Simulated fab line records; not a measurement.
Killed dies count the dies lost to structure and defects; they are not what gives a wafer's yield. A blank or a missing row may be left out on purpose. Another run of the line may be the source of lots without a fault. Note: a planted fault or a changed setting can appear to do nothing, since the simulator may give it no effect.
The tool behind it: which one? + flow berkeleyCmos170 + 45 wafers from 15 lots sampled at 3 of the route's 331 steps

== WHAT EACH GAUGE READ, for each wafer ==
UCB170_ACTIVE_CD_MEAS_13: the cd target is 1200 nm. Usual: 1199.9 nm for cdNm, sd 1.2.
| lot  | measured    | on       | cdNm (nm)            | flag |
|------|-------------|----------|----------------------|------|
| L764 | day 4 00:34 | cdSem-02 | 1198.9 1199.2 1199.2 |      |
| L768 | day 4 14:11 | cdSem-01 | 1198.5 1200.3 1199.7 |      |
| L769 | day 4 21:57 | cdSem-01 | 1199.6 1198.8 1200.6 |      |
| L770 | day 5 07:59 | cdSem-02 | 1201.9 1202.4 1201.1 |      |
| L771 | day 5 20:07 | cdSem-02 | 1201.9 1201.1 1200.5 |      |
| L773 | day 6 05:57 | cdSem-02 | 1199.5 1201.4 1200.3 |      |
| L777 | day 6 18:03 | cdSem-01 | 1202.5 1200.9 1200.8 |      |
| L778 | day 7 03:10 | cdSem-02 | 1201.4 1201.6 1201.0 |      |
| L780 | day 8 00:23 | cdSem-01 | 1199.9 1200.7 1200.6 |      |
| L781 | day 8 08:32 | cdSem-01 | 1199.1 1200.8 1198.9 |      |
| L783 | day 8 10:25 | cdSem-02 | 1201.3 1201.7 1200.5 |      |
| L782 | day 8 10:32 | cdSem-02 | 1199.7 1198.9 1202.3 |      |
| L784 | day 8 17:49 | cdSem-02 | 1198.1 1200.3 1200.2 |      |
| L787 | day 9 09:01 | cdSem-01 | 1199.3 1199.0 1198.9 |      |
| L786 | day 9 09:08 | cdSem-01 | 1199.0 1197.7 1199.2 |      |

UCB170_NVT_TW_MEAS_09. Usual: NVT_TW 527, standard deviation 6.9.
| lot  | measured     | on           | NVT_TW      | flag |
|------|--------------|--------------|-------------|------|
| L764 | day 5 10:49  | filmMetro-03 | 526 527 526 |      |
| L768 | day 5 20:48  | filmMetro-03 | 526 527 526 |      |
| L769 | day 6 09:28  | filmMetro-01 | 538 535 534 |      |
| L770 | day 6 17:23  | filmMetro-02 | 512 513 514 |      |
| L771 | day 7 03:36  | filmMetro-03 | 529 527 527 |      |
| L773 | day 7 10:59  | filmMetro-02 | 518 517 515 |      |
| L777 | day 8 08:21  | filmMetro-03 | 528 528 528 |      |
| L778 | day 8 14:02  | filmMetro-01 | 533 537 531 |      |
| L780 | day 9 05:43  | filmMetro-01 | 533 531 533 |      |
| L781 | day 9 18:23  | filmMetro-02 | 516 514 513 |      |
| L783 | day 9 18:04  | filmMetro-03 | 531 526 527 |      |
| L782 | day 9 18:26  | filmMetro-03 | 526 526 526 |      |
| L784 | day 10 03:13 | filmMetro-03 | 528 528 531 |      |
| L787 | day 10 14:21 | filmMetro-01 | 533 527 531 |      |
| L786 | day 10 14:15 | filmMetro-02 | 518 519 519 |      |

== WHAT TOOL EACH LOT RAN ON (gives the tool, then ch and the chambers of the sampled wafers, and finally the start) ==
| lot  | UCB170_PFIELD_STRIP_08             |
|------|------------------------------------|
| L764 | plasmaAsher-04 ch 1, day 4 05:10   |
| L768 | plasmaAsher-01 ch 0,1, day 4 16:30 |
| L769 | plasmaAsher-04 ch 0,1, day 5 01:20 |
| L770 | plasmaAsher-04 ch 0,1, day 5 09:53 |
| L771 | plasmaAsher-01 ch 0,1, day 5 22:14 |
| L773 | plasmaAsher-03 ch 1, day 6 08:03   |
| L777 | plasmaAsher-03 ch 0,1, day 6 20:14 |
| L778 | plasmaAsher-01 ch 0,1, day 7 05:38 |
| L780 | plasmaAsher-03 ch 0,1, day 8 02:11 |
| L781 | plasmaAsher-04 ch 0,1, day 8 11:41 |
| L783 | plasmaAsher-03 ch 0,1, day 8 13:41 |
| L782 | plasmaAsher-04 ch 0,1, day 8 13:56 |
| L784 | plasmaAsher-01 ch 0,1, day 8 21:51 |
| L787 | plasmaAsher-03 ch 0, day 9 12:32   |
| L786 | plasmaAsher-04 ch 0,1, day 9 12:35 |
- UCB170_PFIELD_STRIP_08: strips in O2.

== WHAT THE TOOLS THEMSELVES READ (means of the sampled wafers that have a number; where no wafer has one, the mark that the record gives instead) ==
UCB170_PFIELD_STRIP_08. Usual: drypumpMotorCurrentA 5.5 A, standard deviation 0.65; oesProductAu 0.735 a.u., standard deviation 0.0046; stripTimeToEndpointS 21.66 s, standard deviation 0.06.
| lot  | tool           | drypumpMotorCurrentA (A) | oesProductAu (a.u.) | stripTimeToEndpointS (s) | flag |
|------|----------------|--------------------------|---------------------|--------------------------|------|
| L764 | plasmaAsher-04 | 6.0                      | 0.736               | 21.58                    |      |
| L768 | plasmaAsher-01 | 5.4                      | 0.735               | 21.57                    |      |
| L769 | plasmaAsher-04 | 5.1                      | 0.736               | 21.62                    |      |
| L770 | plasmaAsher-04 | 5.6                      | 0.730               | 21.69                    |      |
| L771 | plasmaAsher-01 | 5.2                      | 0.736               | 21.71                    |      |
| L773 | plasmaAsher-03 | 5.0                      | 0.739               | 21.68                    |      |
| L777 | plasmaAsher-03 | 6.0                      | 0.732               | 21.55                    |      |
| L778 | plasmaAsher-01 | 5.4                      | 0.731               | 21.68                    |      |
| L780 | plasmaAsher-03 | 5.5                      | 0.737               | 21.76                    |      |
| L781 | plasmaAsher-04 | 5.6                      | 0.732               | 21.64                    |      |
| L783 | plasmaAsher-03 | 6.0                      | 0.733               | 21.60                    |      |
| L782 | plasmaAsher-04 | 5.6                      | 0.736               | 21.72                    |      |
| L784 | plasmaAsher-01 | 5.4                      | 0.738               | 21.69                    |      |
| L787 | plasmaAsher-03 | 6.5                      | 0.732               | 21.67                    |      |
| L786 | plasmaAsher-04 | 5.2                      | 0.734               | 21.67                    |      |

== THE ANSWER, worked out from the rows above alone ==
Rule: a lot is off if the mean of its wafers that have a number lies more than 3 standard deviations from the usual mean. A lot without any number at a reading at which 4 lots or more have one is off too. All remaining lots with rows at the step are treated as sound. First the gauges in route order, then the tools' own readings, where a lot's mean is used as printed above. At the first step where some lot is off, the reading lying furthest off is the one used; lots without a number count as furthest.
None of the lots is off at any reading shown; this tells nothing.

== WHAT HAD BEEN PUT IN BY THE SIMULATOR ==
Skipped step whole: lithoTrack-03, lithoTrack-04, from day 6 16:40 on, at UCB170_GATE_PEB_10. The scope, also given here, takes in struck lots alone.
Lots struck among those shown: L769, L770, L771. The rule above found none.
